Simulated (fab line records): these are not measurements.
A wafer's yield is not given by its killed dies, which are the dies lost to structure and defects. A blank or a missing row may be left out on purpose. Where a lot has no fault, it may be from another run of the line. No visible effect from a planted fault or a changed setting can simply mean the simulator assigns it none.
One fault seen from 2 desks + flow berkeleyCmos170 + each desk holds nothing but its own numbers, with what lay behind them at the end

FROM THE METROLOGY DESK
Lot by lot, what the gauges showed, no matter which tool ran the lot: averages of those sampled wafers that carry a number. The brackets show how far a lot's mean lies from the usual mean; more than 4 standard deviations puts the lot out of limits, marked OUT.
Columns: A = NSD_TW at UCB170_NSD_TW_MEAS_10, usual 4209; B = CONTACT_PSG_THK at UCB170_CONTACT_THK_MEAS_02, usual 685 nm; C = CONTACT_OVL at UCB170_CONTACT_OVL_MEAS_16, usual -1 nm
| lot  | first seen here | A    | B   | C  |
|------|-----------------|------|-----|----|
| L894 | day 8 03:47     | 4247 | 690 | 1  |
| L895 | day 8 22:17     | 4191 | 696 | -1 |
| L897 | day 9 07:23     | 4200 | 692 | 6  |
| L899 | day 9 21:50     | 4192 | 690 | -5 |
| L903 | day 9 22:07     | 4208 | 688 | 5  |
| L900 | day 9 22:29     | 4196 | 681 | 3  |
| L909 | day 11 11:28    | 4212 | 689 | 2  |
| L908 | day 11 11:46    | 4235 | 679 | -1 |
| L907 | day 11 12:03    | 4221 | 680 | -3 |
| L906 | day 11 12:19    | 4237 | 685 | 1  |
| L910 | day 12 04:13    | 4185 | 685 | -5 |
| L911 | day 12 04:31    | 4209 | 677 | -1 |
| L914 | day 12 15:21    | 4228 | 684 | -9 |
| L913 | day 12 15:55    | 4180 | 695 | 1  |
| L912 | day 12 21:26    | 4190 | 675 | -1 |
This desk found nothing out of limits on any of the 15 lots.

THE TOOL OWNER'S DESK: wetBench-02
The tool's own readings at UCB170_CONTACT_CLEAN_00 (cleans in SPM, time 600 s): means of the sampled wafers that have a number, for each lot that ran on this tool. The brackets show how far a lot's mean lies from the usual mean; more than 4 standard deviations puts the lot out of limits, marked OUT.
Columns: A = bathGuardTempC at UCB170_CONTACT_CLEAN_00, usual 120.2 C; B = bathHeatDutyPct at UCB170_CONTACT_CLEAN_00, usual 12.2 %
| lot  | first seen here | A     | B    |
|------|-----------------|-------|------|
| L895 | day 9 00:18     | 120.3 | 13.6 |
| L899 | day 10 00:53    | 120.2 | 11.7 |
| L903 | day 10 01:15    | 120.5 | 12.5 |
| L900 | day 10 01:52    | 120.4 | 10.7 |
| L909 | day 11 13:38    | 120.5 | 13.0 |
| L914 | day 12 17:28    | 120.0 | 11.1 |
| L913 | day 12 17:52    | 120.4 | 12.8 |
This desk found nothing out of limits on any of the 7 lots.

TAKEN TOGETHER
From the metrology desk's view, nothing was out of limits.
Nothing out of limits was seen by the tool owner's desk.

WHAT THE SIMULATOR HAD PUT IN
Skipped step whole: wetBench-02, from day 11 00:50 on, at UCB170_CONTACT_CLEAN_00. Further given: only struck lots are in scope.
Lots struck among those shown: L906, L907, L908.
